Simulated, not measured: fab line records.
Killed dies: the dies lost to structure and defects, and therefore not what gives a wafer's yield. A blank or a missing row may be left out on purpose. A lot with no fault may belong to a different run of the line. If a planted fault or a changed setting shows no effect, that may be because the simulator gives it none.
The tool behind it: which one?	flow rit-cmos	39 wafers from 13 lots sampled at 2 of the route's 202 steps

== WHAT THE GAUGES READ, wafer by wafer ==
RIT_GATE_CD_MEAS_16: the cd target is 150 nm. Usual: cd-nm reads 149.1 nm (standard deviation 2.4).
lot	measured	on	cd-nm (nm)	flag
L725	day 2 11:57	cd-sem-01	151.0 151.4 152.5	
L726	day 2 19:18	cd-sem-01	146.1 146.7 145.9	
L727	day 2 22:25	cd-sem-01	152.5 150.3 151.0	
L729	day 3 09:47	cd-sem-01	138.2 138.4 140.6	OFF
L733	day 4 09:04	cd-sem-01	149.1 150.3 149.9	
L739	day 5 16:04	cd-sem-01	151.2 148.7 151.2	
L740	day 5 18:58	cd-sem-01	152.3 155.9 154.0	
L742	day 6 06:44	cd-sem-02	147.3 145.6 148.0	
L743	day 6 08:04	cd-sem-02	148.0 148.4 146.9	
L744	day 6 13:50	cd-sem-01	148.6 150.8 150.1	
L745	day 6 21:58	cd-sem-01	148.3 148.2 148.8	
L746	day 7 00:41	cd-sem-01	145.9 147.6 147.4	
L747	day 7 07:11	cd-sem-02	147.0 146.4 144.9	

== WHAT TOOL EACH LOT RAN ON (gives the tool, then ch and the chambers of the sampled wafers, and finally the start) ==
lot	RIT_GATE_EXPOSE_13
L725	iline-stepper-02 ch 0, day 2 11:33
L726	iline-stepper-02 ch 0, day 2 18:54
L727	iline-stepper-02 ch 0, day 2 22:01
L729	iline-stepper-02 ch 0, day 3 09:22
L733	iline-stepper-02 ch 0, day 4 08:40
L739	iline-stepper-02 ch 0, day 5 15:40
L740	iline-stepper-01 ch 0, day 5 18:28
L742	iline-stepper-02 ch 0, day 6 06:20
L743	iline-stepper-01 ch 0, day 6 07:40
L744	iline-stepper-01 ch 0, day 6 13:26
L745	iline-stepper-02 ch 0, day 6 21:34
L746	iline-stepper-01 ch 0, day 7 00:16
L747	iline-stepper-02 ch 0, day 7 06:47
- RIT_GATE_EXPOSE_13: exposes mask M6, target cd 150 nm.

== WHAT THE TOOLS THEMSELVES READ (means of the sampled wafers that have a number; where no wafer has one, the mark that the record gives instead) ==
The record holds no such reading with a usual standard deviation.

== THE ANSWER, worked out from the rows above alone ==
Rule: a lot counts as off when the mean over its wafers that have a number is more than 3 standard deviations away from the usual mean. Also off: a lot with no number at a reading for which 4 or more lots have one. Any other lot the step has rows for is counted as sound. First the gauges in route order, then the tools' own readings, where a lot's mean is used as printed above. The first step at which some lot is off is used, and at that step the reading that is off furthest; a lot without a number counts as furthest.
Off: L729, at RIT_GATE_CD_MEAS_16 (cd-nm).
A tool fits if, at a process step before that reading, it ran every lot that is off, and no sound lot after the first of them. The gauges at RIT_GATE_CD_MEAS_16 are tried like those tools. Not one of the candidates tried fits.

== WHAT THE SIMULATOR HAD INSERTED ==
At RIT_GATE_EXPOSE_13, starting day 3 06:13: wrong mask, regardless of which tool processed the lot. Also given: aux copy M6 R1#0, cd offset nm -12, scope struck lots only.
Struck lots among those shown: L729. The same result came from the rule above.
